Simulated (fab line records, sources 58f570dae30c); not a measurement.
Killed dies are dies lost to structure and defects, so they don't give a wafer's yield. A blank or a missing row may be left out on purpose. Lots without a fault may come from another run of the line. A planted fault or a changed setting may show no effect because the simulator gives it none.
Problem report in the 8D (eight disciplines) form, filled by code | flow berkeley_cmos170 | the parts of the form that need people (team, actions taken, sign-off) are left out

1. THE PROBLEM
oes_product_au at UCB170_NLDD_STRIP_10 reads a mean of 0.977 a.u. on 3 wafers of 1 lot; wafers without a fault read 0.734 a.u. with a standard deviation of 0.0048. That is +51 standard deviations from the usual mean.
The step: strips in O2.
First seen on wafer L598.3, day 9 04:27, on plasma_asher-02. The record holds 39 wafers of 13 lots with a number at this step. Rule for "out", or "out of limits": more than 4 standard deviations from the usual mean. The other wafers with a number count as sound.

2. WHAT IT IS AND WHAT IT IS NOT
question                    | is                     | is not
which readings at this step | oes_product_au         | -
which lots                  | L598                   | L584, L585, L586, L588, L590, L592, L593, L594, L595, L599, L606, L607
which wafers of those lots  | all that have a number | -
read on which tools         | plasma_asher-02        | plasma_asher-03, plasma_asher-04
when                        | from day 9 04:27       | up to then (27 sound wafers); but 9 sound wafers of L599, L606, L607 came after

3. SUSPECTS, AND WHAT RULES EACH OUT
Counting: a tool at a process step up to the reading stays a suspect if it ran every lot that is out and no sound lot after the first of them.
- plasma_asher-02 at UCB170_NLDD_STRIP_10 (strips in O2): kept. It ran the lot that is out, L598 (day 9 04:27), and no sound lot after that; its last sound lot up to then is L595 (day 7 21:13). Its own readings are out on those wafers: oes_product_au.
Left after counting: plasma_asher-02 at UCB170_NLDD_STRIP_10.

4. THE CAUSE (what the simulator had put in)
Strip aborted: plasma_asher-02, from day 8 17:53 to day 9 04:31, at UCB170_NLDD_STRIP_10. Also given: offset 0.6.
Counting left only this tool.

5. THE CHAIN OF EFFECTS, in route order
Each row: a reading whose mean over the struck wafers that have a number lies more than 3 standard deviations from the usual. Only readings for which the record gives a usual standard deviation are gone through. hours: the time from each lot's start at the first step in this table that gives one to its start at this step, as a median over the lots. sigmas: the change in usual standard deviations.
hours | step                 | reading        | usual      | on struck wafers | change | sigmas
0     | UCB170_NLDD_STRIP_10 | oes_product_au | 0.734 a.u. | 0.977            | +0.243 | +51
The process steps in it:
- UCB170_NLDD_STRIP_10: strips in O2.
Readings that are blank on the struck wafers while sound wafers have them: strip_time_to_endpoint_s at UCB170_NLDD_STRIP_10.

6. WHAT WOULD HAVE CAUGHT IT SOONER
In this record the first reading out of limits was taken at day 9 04:27, 11 hours after the fault began at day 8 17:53.
